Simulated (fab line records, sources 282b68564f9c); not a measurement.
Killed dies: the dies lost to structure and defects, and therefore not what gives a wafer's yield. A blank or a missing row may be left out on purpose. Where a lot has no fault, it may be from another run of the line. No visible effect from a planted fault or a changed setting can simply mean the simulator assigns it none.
Comparing a struck lot with a sound one -- flow rit-cmos -- 20 steps out of a route of 202
Sound: these wafers, L901.1, L901.2, L901.5. Wafers struck: L915.1, L915.4, L915.5. The cause comes at the end.
Per side, at each step with rows, come the tool, then ch with its chambers, and then its first start. Under that, the readings that differ: sound wafers -- struck wafers -- difference of the means -- sigmas: that difference in standard deviations of wafers without a fault.
alike: readings with means less than 2 such deviations apart, plus words and numbers identical on both sides. not compared: withheld readings, readings lacking a value on some wafer, bounds such as >300 that could conceal the same value, and numbers that have no deviation in the record and whose values overlap.
A row with sigmas, a row that says differs or no value, or rows on one side alone: a step with any of these is where the two part. Numbers that don't overlap but have no deviation are shown without sigmas and don't part them. A reading missing from all wafers of one side parts the sides only when that side holds two or more wafers.

first, 2 steps without rows for these wafers: RIT_NWELL_HARDBAKE_07 (time 120 s); RIT_NWELL_IMPLANT_08.
RIT_NWELL_STRIP_09: strips in O2, time 180 s.
  sound on plasma-asher-01 ch 0,1, day 2 06:50; struck on plasma-asher-01 ch 0,1, day 5 04:50
  alike: drypump-motor-current-A
  not compared: rf-hours-counter-h
RIT_NWELL_TW_MEAS_10:
  struck on film-metro-01, day 5 05:01; sound on film-metro-04, day 2 07:01
  alike: NWELL_TW
then, 6 steps without rows for these wafers: RIT_PWELL_HMDS_00 (prime time 60 s); RIT_PWELL_COAT_01 (resist thk 1300 nm); RIT_PWELL_SOFTBAKE_02 (time 60 s); RIT_PWELL_EXPOSE_03 (exposes mask M3, target cd 43700 nm); RIT_PWELL_PEB_04; RIT_PWELL_DEVELOP_05 (develop time 68 s).
RIT_PWELL_OVL_MEAS_06:
  struck on overlay-02, day 5 06:01; sound on overlay-01, day 2 08:17
  alike: PWELL_OVL
then, 1 step without rows for these wafers: RIT_PWELL_HARDBAKE_07 (time 120 s).
RIT_PWELL_IMPLANT_08:
  sound on implanter-03 ch 0, day 2 08:34; struck on implanter-03 ch 0, day 5 06:18
reading,sound,struck,difference,sigmas
dose-ions-cm2,7.006e+13 6.99e+13 6.996e+13,5.525e+13 5.541e+13 5.536e+13,-1.463e+13,-99 or more
faraday-current-uA,216 222 216,179 174 178,-41,-9
RIT_PWELL_STRIP_09: strips in O2, time 180 s.
  sound on plasma-asher-01 ch 0,1, day 2 08:43; struck on plasma-asher-02 ch 0,1, day 5 06:27
  alike: drypump-motor-current-A
  not compared: rf-hours-counter-h
RIT_PWELL_TW_MEAS_10:
  struck on film-metro-02, day 5 06:38; sound on film-metro-02, day 2 08:53
reading,sound,struck,difference,sigmas
PWELL_TW,963 959 965,890 889 884,-75,-9
then, 1 step without rows for these wafers: RIT_WELLDRIVE_ANNEAL_00 (time 14700 s).
RIT_WELLDRIVE_RS_MEAS_01: measurement is done with a four-point probe.
  struck on film-metro-01, day 5 11:46; sound on film-metro-04, day 2 14:02
  alike: NWELL_RS
RIT_WELLDRIVE_RS_MEAS_02: measurement is done with a four-point probe.
  struck on film-metro-01, day 5 11:53; sound on film-metro-04, day 2 14:09
reading,sound,struck,difference,sigmas
PWELL_RS (ohm/sq),428.2 429.0 429.1,497.1 499.4 499.2,+69.8,+58
then, 1 step without rows for these wafers: RIT_NRETRO_HMDS_00 (prime time 60 s).
RIT_M1_PROBE_99:
  struck on prober-01, day 6 16:12; sound on prober-01, day 3 21:38
reading,sound,struck,difference,sigmas
model.etest.nmos_0p3.r-on-ohm-um,2206 2218 2214,1988 1941 1986,-241,
model.etest.pwell-pinched.rs-ohm-sq,453.4 452.5 448.1,521.2 520.7 530.3,+72.7,
model.etest.pwell.rs-ohm-sq,405.7 410.9 406.4,472.6 471.6 474.7,+65.3,
model.etest.nmos-turned.drive-ua-um,316.8 324.5 309.6,372.6 382 366.9,+56.9,
model.etest.nmos_0p15.drive-ua-um,438.2 448 440.4,531.8 549 531.8,+95.3,
model.etest.nmos-narrow.drive-ua-um,220.4 220.9 212.4,262 272.6 264.2,+48,
model.etest.nmos_0p3.drive-ua-um,214.4 213.7 210.5,257.6 261.6 255.7,+45.4,
model.etest.well-edge-left.line-ohm-um,181.1 186.6 184.7,175.1 177.1 174.7,-8.5,
  alike: killed-at-front-end, killed-dies, killed-open, killed-short

WHERE THEY PART
At RIT_PWELL_IMPLANT_08 first; at RIT_WELLDRIVE_RS_MEAS_02 last (within this record only). Later steps at which nothing parts them and some readings are alike: RIT_M1_PROBE_99.

WHY: what the simulator had put in
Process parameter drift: implanter-03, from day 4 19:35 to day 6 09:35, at RIT_PWELL_IMPLANT_08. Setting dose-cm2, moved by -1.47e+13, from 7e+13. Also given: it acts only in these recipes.
